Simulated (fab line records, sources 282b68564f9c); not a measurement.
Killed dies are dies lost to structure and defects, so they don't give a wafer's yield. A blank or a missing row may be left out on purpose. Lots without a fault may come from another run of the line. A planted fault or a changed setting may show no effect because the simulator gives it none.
A struck lot beside a sound one | flow rit_cmos | 15 steps out of a route of 202
Sound: wafers L551.1, L551.2, L551.5. Struck: wafers L559.1, L559.3, L559.4. The cause comes at the end.
At each step with rows: each side's tool, then ch and its chambers, then its first start. Under that, the readings that differ: sound wafers | struck wafers | difference of the means | sigmas: that difference in standard deviations of wafers without a fault.
alike: readings whose means differ by less than 2 such deviations, and words and numbers that are the same on both sides. not compared: withheld readings, readings that some wafer has no value for, bounds like >300 that may hide the same value, and numbers for which the record gives no deviation and whose values overlap.
The two part at a step that has a row with sigmas, a row that says differs or no value, or rows on one side only. Numbers that don't overlap but have no deviation are shown without sigmas and don't part them. A reading that every wafer of one side lacks parts them only if that side has two wafers or more.

first, 4 steps without rows for these wafers: RIT_NSD_SOFTBAKE_02 (time 60 s); RIT_NSD_EXPOSE_03 (exposes mask M9, target cd 40700 nm); RIT_NSD_PEB_04; RIT_NSD_DEVELOP_05 (develop time 50 s).
RIT_NSD_OVL_MEAS_06:
  sound on overlay-01, day 4 07:22; struck on overlay-02, day 5 22:26
  alike: NSD_OVL
then, 2 steps without rows for these wafers: RIT_NSD_HARDBAKE_07 (time 60 s); RIT_NSD_IMPLANT_08.
RIT_NSD_STRIP_09: strips in O2, time 180 s.
  sound on plasma_asher-03 ch 0,1, day 4 07:41; struck on plasma_asher-03 ch 0,1, day 5 22:46
  alike: drypump_motor_current_A, o2_flow_sccm
  not compared: rf_hours_counter_h
RIT_NSD_TW_MEAS_10:
  sound on film_metro-02, day 4 07:52; struck on film_metro-02, day 5 22:57
  alike: NSD_TW
then, 3 steps without rows for these wafers: RIT_PSD_HMDS_00 (prime time 60 s); RIT_PSD_COAT_01 (resist thk 1000 nm); RIT_PSD_SOFTBAKE_02 (time 60 s).
RIT_PSD_EXPOSE_03: exposes mask M10, target cd 40900 nm.
  sound on iline_stepper-01 ch 0, day 4 08:23; struck on iline_stepper-02 ch 0, day 5 23:35
  reading                     | sound                | struck            | difference | sigmas
  model.PSD.overlay_x_nm (nm) | -0.601 -0.601 -0.601 | 1.991 1.991 1.991 | +2.592     |
  alike: mask, exposure_dose_mJ_cm2
then, 1 step without rows for these wafers: RIT_PSD_PEB_04.
RIT_M1_PROBE_99:
  the record has rows for the struck wafers here (prober-01, day 6 08:22) and none for the sound ones

WHERE THEY PART
Only at RIT_M1_PROBE_99, within this record.

WHY: what the simulator had put in
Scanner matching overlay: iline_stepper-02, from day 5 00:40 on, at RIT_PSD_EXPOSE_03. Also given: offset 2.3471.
